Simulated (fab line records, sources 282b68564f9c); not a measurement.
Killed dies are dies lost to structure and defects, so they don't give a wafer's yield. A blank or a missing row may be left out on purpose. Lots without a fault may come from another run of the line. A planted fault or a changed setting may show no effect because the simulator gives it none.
A struck lot beside a sound one | flow rit_cmos | 39 steps out of a route of 202
Sound: wafers L455.2, L455.4, L455.5. Struck: wafers L469.3, L469.5, L469.6. The cause comes at the end.
At each step with rows: each side's tool, then ch and its chambers, then its first start. Under that, the readings that differ: sound wafers | struck wafers | difference of the means | sigmas: that difference in standard deviations of wafers without a fault.
alike: readings whose means differ by less than 2 such deviations, and words and numbers that are the same on both sides. not compared: withheld readings, readings that some wafer has no value for, bounds like >300 that may hide the same value, and numbers for which the record gives no deviation and whose values overlap.
The two part at a step that has a row with sigmas, a row that says differs or no value, or rows on one side only. Numbers that don't overlap but have no deviation are shown without sigmas and don't part them. A reading that every wafer of one side lacks parts them only if that side has two wafers or more.

first, 3 steps without rows for these wafers: RIT_GATE_EXPOSE_13 (exposes mask M6, target cd 150 nm); RIT_GATE_PEB_14; RIT_GATE_DEVELOP_15 (develop time 50 s).
RIT_GATE_CD_MEAS_16: target cd 150 nm.
  sound on cd_sem-01, day 3 14:53; struck on cd_sem-02, day 6 16:31
  alike: cd_nm
RIT_GATE_OVL_MEAS_17:
  sound on overlay-01, day 3 15:00; struck on overlay-01, day 6 16:36
  alike: GATE_OVL
then, 1 step without rows for these wafers: RIT_GATE_HARDBAKE_18 (time 60 s).
RIT_GATE_ETCH_19: etches poly-Si in SF6/CHF3/O2, stops on SiO2, time 165 s, target depth 312.5 nm.
  sound on rie_si-01 ch 0,2, day 3 15:11; struck on rie_si-02 ch 1,2,3, day 6 16:46
  alike: SF6_flow_sccm, drypump_motor_current_A, he_backside_leak_sccm, oes_product_au, throttle_valve_pct
  not compared: rf_hours_counter_h
RIT_GATE_STRIP_20: strips in O2, time 180 s.
  sound on plasma_asher-04 ch 0,1, day 3 15:17; struck on plasma_asher-03 ch 0,1, day 6 16:56
  alike: drypump_motor_current_A
  not compared: rf_hours_counter_h
RIT_GATE_CD_MEAS_90: target cd 150 nm.
  sound on cd_sem-02, day 3 15:29; struck on cd_sem-01, day 6 17:06
  alike: cd_nm
then, 3 steps without rows for these wafers: RIT_REOX_CLEAN_00 (cleans in SC1, time 600 s); RIT_REOX_CLEAN_01 (cleans in dHF, time 30 s); RIT_REOX_CLEAN_02 (cleans in SC2, time 600 s).
RIT_REOX_OXIDATION_03: target thk 25.2 nm, ox time 5580 s.
  sound on furnace-04 ch 0, day 3 15:57; struck on furnace-03 ch 0, day 6 18:37
  reading                                     | sound                | struck               | difference | sigmas
  spike_tc_centre_C (C)                       | 904.2 904.0 903.9    | 922.5 922.7 922.5    | +18.5      | +17
  spike_tc_load_C (C)                         | 922.6 922.7 922.8    | 942.5 942.6 942.9    | +20.0      | +14
  spike_tc_source_C (C)                       | 926.6 927.0 926.0    | 942.8 944.2 944.9    | +17.4      | +10
  tube_center_temp_C (C)                      | 900.04 899.92 899.92 | 920.09 920.11 919.96 | +20.09     | +99 or more
  tube_center_temp_C_max                      | 902.2 901.9 903.8    | 922.1 922.6 922.9    | +19.9      | +52
  model.SiO2_of_REOX_OXIDATION_03.thk_nm (nm) | 25.01 24.67 24.66    | 30.08 30.53 30.12    | +5.46      |
RIT_REOX_THK_MEAS_04:
  sound on film_metro-04, day 3 18:31; struck on film_metro-01, day 6 21:11
  reading             | sound          | struck         | difference | sigmas
  REOX_OXIDE_THK (nm) | 25.0 24.7 24.7 | 30.0 30.5 30.1 | +5.4       | +11
then, 6 steps without rows for these wafers: RIT_NLDD_HMDS_00 (prime time 60 s); RIT_NLDD_COAT_01 (resist thk 1000 nm); RIT_NLDD_SOFTBAKE_02 (time 60 s); RIT_NLDD_EXPOSE_03 (exposes mask M7, target cd 40700 nm); RIT_NLDD_PEB_04; RIT_NLDD_DEVELOP_05 (develop time 50 s).
RIT_NLDD_OVL_MEAS_06:
  sound on overlay-02, day 3 19:32; struck on overlay-01, day 6 22:05
  alike: NLDD_OVL
then, 2 steps without rows for these wafers: RIT_NLDD_HARDBAKE_07 (time 60 s); RIT_NLDD_IMPLANT_08.
RIT_NLDD_STRIP_09: strips in O2, time 180 s.
  sound on plasma_asher-01 ch 0,1, day 3 19:52; struck on plasma_asher-02 ch 0,1, day 6 22:28
  alike: drypump_motor_current_A
  not compared: rf_hours_counter_h
RIT_NLDD_TW_MEAS_10:
  sound on film_metro-01, day 3 20:03; struck on film_metro-04, day 6 22:37
  alike: NLDD_TW
then, 6 steps without rows for these wafers: RIT_PLDD_HMDS_00 (prime time 60 s); RIT_PLDD_COAT_01 (resist thk 1000 nm); RIT_PLDD_SOFTBAKE_02 (time 60 s); RIT_PLDD_EXPOSE_03 (exposes mask M8, target cd 40900 nm); RIT_PLDD_PEB_04; RIT_PLDD_DEVELOP_05 (develop time 50 s).
RIT_PLDD_OVL_MEAS_06:
  sound on overlay-01, day 3 20:58; struck on overlay-01, day 6 23:38
  alike: PLDD_OVL
then, 2 steps without rows for these wafers: RIT_PLDD_HARDBAKE_07 (time 60 s); RIT_PLDD_IMPLANT_08.
RIT_PLDD_STRIP_09: strips in O2, time 180 s.
  sound on plasma_asher-01 ch 0,1, day 3 21:21; struck on plasma_asher-04 ch 0,1, day 7 00:05
  alike: drypump_motor_current_A
  not compared: rf_hours_counter_h
RIT_PLDD_TW_MEAS_10:
  sound on film_metro-04, day 3 21:32; struck on film_metro-02, day 7 00:13
  alike: PLDD_TW
RIT_SPACER_CLEAN_00: cleans in SC1, time 600 s.
  sound on wet_bench-04 ch 1, day 3 21:35; struck on wet_bench-02 ch 1, day 7 00:16
  reading                                     | sound             | struck           | difference | sigmas
  model.SiO2_of_REOX_OXIDATION_03.thk_nm (nm) | 23.07 22.75 22.74 | 27.77 28.2 27.81 | +5.07      |
then, 1 step without rows for these wafers: RIT_SPACER_CLEAN_01 (cleans in dHF, time 30 s).
RIT_M1_PROBE_99:
  sound on prober-02, day 4 11:16; struck on prober-02, day 7 15:09
  reading                             | sound             | struck            | difference | sigmas
  model.etest.pmos_turned.r_on_ohm_um | 3443 3481 3407    | 4768 5107 4778    | +1441      |
  model.etest.pmos_0p3.r_on_ohm_um    | 6304 6294 6260    | 6986 7091 6950    | +723       |
  model.etest.pmos_0p15.r_on_ohm_um   | 2771 2805 2764    | 3360 3524 3348    | +631       |
  model.etest.pldd.rs_ohm_sq          | 513.3 496.7 496.9 | 828.6 869.4 825.9 | +339.0     |
  model.etest.nmos_0p15.r_on_ohm_um   | 1100 1118 1103    | 1329 1383 1319    | +237       |
  model.etest.nmos_0p3.r_on_ohm_um    | 2108 2129 2121    | 2358 2384 2313    | +232       |
  model.etest.pldd.line_ohm_um        | 162.3 156.4 154.7 | 257.4 274.4 258.4 | +105.6     |
  model.etest.nldd.rs_ohm_sq          | 362.2 356.8 357.7 | 519.9 529.1 511.8 | +161.4     |
  alike: killed_at_front_end, killed_dies, killed_open, killed_short

WHERE THEY PART
First at RIT_REOX_OXIDATION_03; last, within this record, at RIT_REOX_THK_MEAS_04. Later steps at which nothing parts them and some readings are alike: RIT_NLDD_OVL_MEAS_06, RIT_NLDD_STRIP_09, RIT_NLDD_TW_MEAS_10, RIT_PLDD_OVL_MEAS_06, RIT_PLDD_STRIP_09, RIT_PLDD_TW_MEAS_10, RIT_M1_PROBE_99.

WHY: what the simulator had put in
Process parameter drift: furnace-03, from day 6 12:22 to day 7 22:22, at RIT_REOX_OXIDATION_03. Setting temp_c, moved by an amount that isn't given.
